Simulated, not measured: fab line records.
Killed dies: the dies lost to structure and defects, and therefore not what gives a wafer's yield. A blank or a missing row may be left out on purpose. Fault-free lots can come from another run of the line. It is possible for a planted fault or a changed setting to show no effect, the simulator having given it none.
Matching of chambers + flow berkeleyCmos170 + 4 sister chambers for UCB170_V1_ETCH_14 on rieDiel-03
The step etches SiO2 in CHF3/CF4/Ar, stops on Al, target depth 1250 nm, time 291 s. 14 wafers are shown with their chamber, then 7 later ones without.

EACH WAFER AND ITS CHAMBER
| wafer  | chamber | drypumpMotorCurrentA (A) | throttleValvePct (%) | oesProductAu (a.u.) |
|--------|---------|--------------------------|----------------------|---------------------|
| L694.1 | 0       | 6.6                      | 6.82                 | 0.894               |
| L694.4 | 3       | 5.6                      | 6.70                 | 0.858               |
| L694.6 | 2       | 6.2                      | 7.06                 | 0.878               |
| L693.2 | 2       | 6.2                      | 7.08                 | 0.884               |
| L693.4 | 3       | 5.7                      | 6.71                 | 0.859               |
| L693.6 | 1       | 5.2                      | 7.19                 | 0.892               |
| L699.1 | 3       | 5.7                      | 6.70                 | 0.866               |
| L699.3 | 1       | 5.2                      | 7.18                 | 0.898               |
| L699.4 | 2       | 6.2                      | 7.08                 | 0.887               |
| L701.1 | 0       | 6.6                      | 6.85                 | 0.888               |
| L701.3 | 1       | 5.2                      | 7.19                 | 0.893               |
| L701.4 | 3       | 5.7                      | 6.71                 | 0.863               |
| L704.1 | 0       | 6.6                      | 6.82                 | 0.898               |
| L704.4 | 1       | 5.2                      | 7.18                 | 0.896               |

SIGNATURES, as means of the wafers listed above
| reading              | chamber 0 | chamber 1 | chamber 2 | chamber 3 | scatter within a chamber |
|----------------------|-----------|-----------|-----------|-----------|--------------------------|
| drypumpMotorCurrentA | 6.600     | 5.200     | 6.200     | 5.675     | 0.0274                   |
| throttleValvePct     | 6.8300    | 7.1850    | 7.0733    | 6.7050    | 0.0103                   |
| oesProductAu         | 0.89333   | 0.89475   | 0.88300   | 0.86150   | 0.00395                  |
Rule: a wafer lies at a distance from a chamber equal to the root of the sum of squares, over the readings, of (its reading less the chamber's mean, divided by the reading's scatter). If the next closest chamber is less than 2 further off than the closest, the wafer can't be placed; otherwise it belongs to the closest. The scatter is the square root of a quotient: the sum, over the shown wafers, of each reading's squared deviation from its chamber's mean, divided by wafers minus chambers.

WAFERS WITH NO CHAMBER GIVEN
| wafer  | drypumpMotorCurrentA (A) | throttleValvePct (%) | oesProductAu (a.u.) |
|--------|--------------------------|----------------------|---------------------|
| L704.6 | 6.6                      | 6.81                 | 0.891               |
| L705.1 | 5.2                      | 7.19                 | 0.895               |
| L705.2 | 5.6                      | 6.72                 | 0.863               |
| L705.5 | 5.7                      | 6.72                 | 0.862               |
| L708.2 | 6.3                      | 7.08                 | 0.882               |
| L708.4 | 6.6                      | 6.83                 | 0.892               |
| L708.6 | 6.2                      | 7.05                 | 0.877               |

THE CHAMBER EACH PASSED THROUGH
| wafer  | from the rows above | in truth |
|--------|---------------------|----------|
| L704.6 | 0                   | 0        |
| L705.1 | 1                   | 1        |
| L705.2 | 3                   | 3        |
| L705.5 | 3                   | 3        |
| L708.2 | 2                   | 2        |
| L708.4 | 0                   | 0        |
| L708.6 | 2                   | 2        |
Placed correctly: 7 of 7. Number that these rows cannot place: 0. Wrongly placed: 0.
